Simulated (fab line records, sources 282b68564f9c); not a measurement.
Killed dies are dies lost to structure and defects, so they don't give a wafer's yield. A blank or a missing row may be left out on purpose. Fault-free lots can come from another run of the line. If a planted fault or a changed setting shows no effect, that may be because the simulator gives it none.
Which tool was responsible? || flow rit_cmos || 13 lots with 39 wafers sampled at 6 steps, on a route of 202 steps

WHAT THE GAUGES SHOWED, per wafer
RIT_NRETRO_OVL_MEAS_06.
{"lot": "L766", "measured": "day 2 20:49", "on": "overlay-01", "NRETRO_OVL (nm)": "0.7 3.7 3.3"}
{"lot": "L767", "measured": "day 3 03:12", "on": "overlay-02", "NRETRO_OVL (nm)": "0.4 0.2 0.1"}
{"lot": "L768", "measured": "day 3 08:40", "on": "overlay-01", "NRETRO_OVL (nm)": "-2.3 -1.0 -0.3"}
{"lot": "L771", "measured": "day 3 16:32", "on": "overlay-01", "NRETRO_OVL (nm)": "-0.6 0.2 1.4"}
{"lot": "L770", "measured": "day 3 16:53", "on": "overlay-01", "NRETRO_OVL (nm)": "1.3 1.1 1.4"}
{"lot": "L772", "measured": "day 3 20:29", "on": "overlay-02", "NRETRO_OVL (nm)": "0.4 0.6 0.4"}
{"lot": "L774", "measured": "day 4 03:35", "on": "overlay-01", "NRETRO_OVL (nm)": "2.1 0.6 2.1"}
{"lot": "L777", "measured": "day 4 18:08", "on": "overlay-02", "NRETRO_OVL (nm)": "-0.3 1.4 -0.8"}
{"lot": "L778", "measured": "day 4 22:31", "on": "overlay-02", "NRETRO_OVL (nm)": "2.4 3.2 1.4"}
{"lot": "L783", "measured": "day 5 20:19", "on": "overlay-01", "NRETRO_OVL (nm)": "1.9 0.8 1.4"}
{"lot": "L784", "measured": "day 6 05:23", "on": "overlay-01", "NRETRO_OVL (nm)": "2.6 2.2 3.6"}
{"lot": "L786", "measured": "day 6 10:53", "on": "overlay-01", "NRETRO_OVL (nm)": "-0.9 0.0 -0.8"}
{"lot": "L787", "measured": "day 6 22:32", "on": "overlay-01", "NRETRO_OVL (nm)": "0.8 1.9 1.8"}

RIT_NLDD_TW_MEAS_10.
{"lot": "L766", "measured": "day 3 14:17", "on": "film_metro-03", "NLDD_TW": "2502 2489 2502"}
{"lot": "L767", "measured": "day 3 21:02", "on": "film_metro-03", "NLDD_TW": "2502 2503 2504"}
{"lot": "L768", "measured": "day 4 01:29", "on": "film_metro-03", "NLDD_TW": "2501 2483 2483"}
{"lot": "L771", "measured": "day 4 06:53", "on": "film_metro-03", "NLDD_TW": "2473 2477 2470"}
{"lot": "L770", "measured": "day 4 06:59", "on": "film_metro-04", "NLDD_TW": "2466 2466 2464"}
{"lot": "L772", "measured": "day 4 14:14", "on": "film_metro-04", "NLDD_TW": "2477 2472 2468"}
{"lot": "L774", "measured": "day 4 17:49", "on": "film_metro-03", "NLDD_TW": "2496 2475 2482"}
{"lot": "L777", "measured": "day 5 07:29", "on": "film_metro-03", "NLDD_TW": "2482 2500 2492"}
{"lot": "L778", "measured": "day 5 12:05", "on": "film_metro-02", "NLDD_TW": "2500 2492 2481"}
{"lot": "L783", "measured": "day 6 15:22", "on": "film_metro-03", "NLDD_TW": "2475 2494 2491"}
{"lot": "L784", "measured": "day 6 18:44", "on": "film_metro-04", "NLDD_TW": "2487 2491 2483"}
{"lot": "L786", "measured": "day 7 00:37", "on": "film_metro-02", "NLDD_TW": "2471 2493 2473"}
{"lot": "L787", "measured": "day 7 13:21", "on": "film_metro-02", "NLDD_TW": "2474 2471 2487"}

RIT_PSD_OVL_MEAS_06.
{"lot": "L766", "measured": "day 3 21:00", "on": "overlay-02", "PSD_OVL (nm)": "0.4 0.0 0.2"}
{"lot": "L767", "measured": "day 4 03:51", "on": "overlay-02", "PSD_OVL (nm)": "-1.3 -0.4 -0.6"}
{"lot": "L768", "measured": "day 4 08:39", "on": "overlay-02", "PSD_OVL (nm)": "0.7 2.0 1.4"}
{"lot": "L771", "measured": "day 4 13:39", "on": "overlay-02", "PSD_OVL (nm)": "2.3 0.2 0.3"}
{"lot": "L770", "measured": "day 4 15:25", "on": "overlay-01", "PSD_OVL (nm)": "0.6 -1.6 -0.1"}
{"lot": "L772", "measured": "day 4 21:52", "on": "overlay-02", "PSD_OVL (nm)": "-2.6 -2.4 -0.5"}
{"lot": "L774", "measured": "day 5 01:19", "on": "overlay-02", "PSD_OVL (nm)": "- - -"}
{"lot": "L777", "measured": "day 5 14:14", "on": "overlay-02", "PSD_OVL (nm)": "0.1 1.5 2.3"}
{"lot": "L778", "measured": "day 5 18:31", "on": "overlay-02", "PSD_OVL (nm)": "0.5 1.0 1.8"}
{"lot": "L783", "measured": "day 6 21:46", "on": "overlay-01", "PSD_OVL (nm)": "-2.0 -1.3 -2.4"}
{"lot": "L784", "measured": "day 7 01:39", "on": "overlay-01", "PSD_OVL (nm)": "0.9 -1.1 -1.6"}
{"lot": "L786", "measured": "day 7 07:29", "on": "overlay-01", "PSD_OVL (nm)": "-1.0 -1.8 1.5"}
{"lot": "L787", "measured": "day 7 19:52", "on": "overlay-01", "PSD_OVL (nm)": "4.4 1.9 3.5"}

RIT_PSD_TW_MEAS_10.
{"lot": "L766", "measured": "day 3 21:31", "on": "film_metro-04", "PSD_TW": "3422 3429 3425"}
{"lot": "L767", "measured": "day 4 04:22", "on": "film_metro-03", "PSD_TW": "3428 3412 3420"}
{"lot": "L768", "measured": "day 4 09:22", "on": "film_metro-02", "PSD_TW": "3395 3403 3414"}
{"lot": "L771", "measured": "day 4 14:17", "on": "film_metro-02", "PSD_TW": "3413 3404 3413"}
{"lot": "L770", "measured": "day 4 15:56", "on": "film_metro-02", "PSD_TW": "3434 3413 3420"}
{"lot": "L772", "measured": "day 4 22:25", "on": "film_metro-04", "PSD_TW": "3389 3385 3398"}
{"lot": "L774", "measured": "day 5 02:03", "on": "film_metro-04", "PSD_TW": "30 30 30"}
{"lot": "L777", "measured": "day 5 14:46", "on": "film_metro-03", "PSD_TW": "3410 3430 3419"}
{"lot": "L778", "measured": "day 5 19:02", "on": "film_metro-02", "PSD_TW": "3433 3432 3435"}
{"lot": "L783", "measured": "day 6 22:16", "on": "film_metro-02", "PSD_TW": "3445 3421 3435"}
{"lot": "L784", "measured": "day 7 02:10", "on": "film_metro-02", "PSD_TW": "3396 3405 3388"}
{"lot": "L786", "measured": "day 7 08:14", "on": "film_metro-02", "PSD_TW": "3410 3411 3426"}
{"lot": "L787", "measured": "day 7 20:22", "on": "film_metro-02", "PSD_TW": "3420 3417 3422"}

TOOL THAT RAN EACH LOT (tool first, then ch and the chambers of the sampled wafers, then the start)
{"lot": "L766", "RIT_GATE_STRIP_20": "plasma_asher-04 ch 0,1, day 3 07:08", "RIT_PSD_EXPOSE_03": "iline_stepper-01 ch 0, day 3 20:35"}
{"lot": "L767", "RIT_GATE_STRIP_20": "plasma_asher-04 ch 0,1, day 3 14:38", "RIT_PSD_EXPOSE_03": "iline_stepper-02 ch 0, day 4 03:27"}
{"lot": "L768", "RIT_GATE_STRIP_20": "plasma_asher-01 ch 0,1, day 3 20:13", "RIT_PSD_EXPOSE_03": "iline_stepper-01 ch 0, day 4 08:06"}
{"lot": "L771", "RIT_GATE_STRIP_20": "plasma_asher-04 ch 0,1, day 4 00:23", "RIT_PSD_EXPOSE_03": "iline_stepper-01 ch 0, day 4 13:15"}
{"lot": "L770", "RIT_GATE_STRIP_20": "plasma_asher-03 ch 0,1, day 4 01:07", "RIT_PSD_EXPOSE_03": "iline_stepper-02 ch 0, day 4 15:02"}
{"lot": "L772", "RIT_GATE_STRIP_20": "plasma_asher-04 ch 0,1, day 4 09:08", "RIT_PSD_EXPOSE_03": "iline_stepper-02 ch 0, day 4 21:29"}
{"lot": "L774", "RIT_GATE_STRIP_20": "plasma_asher-03 ch 0,1, day 4 12:22", "RIT_PSD_EXPOSE_03": "iline_stepper-01 ch 0, day 5 00:55"}
{"lot": "L777", "RIT_GATE_STRIP_20": "plasma_asher-03 ch 0,1, day 5 02:03", "RIT_PSD_EXPOSE_03": "iline_stepper-01 ch 0, day 5 13:52"}
{"lot": "L778", "RIT_GATE_STRIP_20": "plasma_asher-04 ch 0,1, day 5 07:26", "RIT_PSD_EXPOSE_03": "iline_stepper-01 ch 0, day 5 18:08"}
{"lot": "L783", "RIT_GATE_STRIP_20": "plasma_asher-04 ch 0,1, day 6 10:44", "RIT_PSD_EXPOSE_03": "iline_stepper-02 ch 0, day 6 21:22"}
{"lot": "L784", "RIT_GATE_STRIP_20": "plasma_asher-03 ch 0,1, day 6 13:59", "RIT_PSD_EXPOSE_03": "iline_stepper-01 ch 0, day 7 01:15"}
{"lot": "L786", "RIT_GATE_STRIP_20": "plasma_asher-03 ch 0,1, day 6 18:30", "RIT_PSD_EXPOSE_03": "iline_stepper-02 ch 0, day 7 07:07"}
{"lot": "L787", "RIT_GATE_STRIP_20": "plasma_asher-03 ch 0,1, day 7 08:37", "RIT_PSD_EXPOSE_03": "iline_stepper-01 ch 0, day 7 19:28"}
- RIT_GATE_STRIP_20: strips in O2, time 180 s.
- RIT_PSD_EXPOSE_03: exposes mask M10, target cd 40900 nm.

AS READ BY THE TOOLS THEMSELVES (means over the sampled wafers that have a number; for cases with no such wafer, the mark the record gives instead)
RIT_GATE_STRIP_20.
{"lot": "L766", "tool": "plasma_asher-04", "drypump_motor_current_A (A)": 6.6}
{"lot": "L767", "tool": "plasma_asher-04", "drypump_motor_current_A (A)": 6.4}
{"lot": "L768", "tool": "plasma_asher-01", "drypump_motor_current_A (A)": 5.8}
{"lot": "L771", "tool": "plasma_asher-04", "drypump_motor_current_A (A)": 6.5}
{"lot": "L770", "tool": "plasma_asher-03", "drypump_motor_current_A (A)": 5.6}
{"lot": "L772", "tool": "plasma_asher-04", "drypump_motor_current_A (A)": 6.6}
{"lot": "L774", "tool": "plasma_asher-03", "drypump_motor_current_A (A)": 5.7}
{"lot": "L777", "tool": "plasma_asher-03", "drypump_motor_current_A (A)": 5.8}
{"lot": "L778", "tool": "plasma_asher-04", "drypump_motor_current_A (A)": 6.5}
{"lot": "L783", "tool": "plasma_asher-04", "drypump_motor_current_A (A)": 6.6}
{"lot": "L784", "tool": "plasma_asher-03", "drypump_motor_current_A (A)": 5.8}
{"lot": "L786", "tool": "plasma_asher-03", "drypump_motor_current_A (A)": 5.7}
{"lot": "L787", "tool": "plasma_asher-03", "drypump_motor_current_A (A)": 5.6}

RIT_PSD_EXPOSE_03.
{"lot": "L766", "tool": "iline_stepper-01", "exposure_dose_mJ_cm2": 250.34, "focus_offset_nm (nm)": 0.9, "stage_vel_mm_s (mm/s)": 499.78}
{"lot": "L767", "tool": "iline_stepper-02", "exposure_dose_mJ_cm2": 249.57, "focus_offset_nm (nm)": 0.6, "stage_vel_mm_s (mm/s)": 500.19}
{"lot": "L768", "tool": "iline_stepper-01", "exposure_dose_mJ_cm2": 250.17, "focus_offset_nm (nm)": 0.2, "stage_vel_mm_s (mm/s)": 499.73}
{"lot": "L771", "tool": "iline_stepper-01", "exposure_dose_mJ_cm2": 249.83, "focus_offset_nm (nm)": 0.0, "stage_vel_mm_s (mm/s)": 500.13}
{"lot": "L770", "tool": "iline_stepper-02", "exposure_dose_mJ_cm2": 250.09, "focus_offset_nm (nm)": -0.3, "stage_vel_mm_s (mm/s)": 500.04}
{"lot": "L772", "tool": "iline_stepper-02", "exposure_dose_mJ_cm2": 249.99, "focus_offset_nm (nm)": -0.1, "stage_vel_mm_s (mm/s)": 500.07}
{"lot": "L774", "tool": "iline_stepper-01", "exposure_dose_mJ_cm2": 250.15, "focus_offset_nm (nm)": -0.1, "stage_vel_mm_s (mm/s)": 500.06}
{"lot": "L777", "tool": "iline_stepper-01", "exposure_dose_mJ_cm2": 249.77, "focus_offset_nm (nm)": 0.2, "stage_vel_mm_s (mm/s)": 500.08}
{"lot": "L778", "tool": "iline_stepper-01", "exposure_dose_mJ_cm2": 249.75, "focus_offset_nm (nm)": 0.3, "stage_vel_mm_s (mm/s)": 500.21}
{"lot": "L783", "tool": "iline_stepper-02", "exposure_dose_mJ_cm2": 250.26, "focus_offset_nm (nm)": -0.3, "stage_vel_mm_s (mm/s)": 499.71}
{"lot": "L784", "tool": "iline_stepper-01", "exposure_dose_mJ_cm2": 250.13, "focus_offset_nm (nm)": 0.2, "stage_vel_mm_s (mm/s)": 500.40}
{"lot": "L786", "tool": "iline_stepper-02", "exposure_dose_mJ_cm2": 249.43, "focus_offset_nm (nm)": -0.1, "stage_vel_mm_s (mm/s)": 500.09}
{"lot": "L787", "tool": "iline_stepper-01", "exposure_dose_mJ_cm2": 250.02, "focus_offset_nm (nm)": 0.3, "stage_vel_mm_s (mm/s)": 500.25}

THE ANSWER, worked out from the rows above alone
Rule: usual is defined by the lots themselves. The widest of any qualifying gaps counts: lots, ordered by their means at a reading, are off when they make up no more than a third of the lots, leave a main group of 4 or more, and stand apart from it by 3 or more times the standard deviation of that group's means. A main group is skipped when, at the precision printed for the reading in the tables above, its means are all equal. Also off: a lot with no number at a reading for which 4 or more lots have one. The other lots that the step has rows for count as sound. After the gauges, taken in route order, come the tools' own readings; for these a lot's mean is taken, as printed above. At the first step where some lot is off, the reading lying furthest off is the one used; lots without a number count as furthest.
Off: L774, at RIT_PSD_OVL_MEAS_06 (PSD_OVL). Without a number there: L774. The main group has a mean of 0.2 nm with a standard deviation of 1.4.
If a tool, at a process step before that reading, ran all the lots that are off and no sound lot after the first of them, it fits. The gauges at RIT_PSD_OVL_MEAS_06 aren't tried: what is off there is off at RIT_PSD_TW_MEAS_10 too, on other tools, and a gauge's error can't cause that. No candidate that was tried fits.

WHAT THE SIMULATOR HAD INSERTED
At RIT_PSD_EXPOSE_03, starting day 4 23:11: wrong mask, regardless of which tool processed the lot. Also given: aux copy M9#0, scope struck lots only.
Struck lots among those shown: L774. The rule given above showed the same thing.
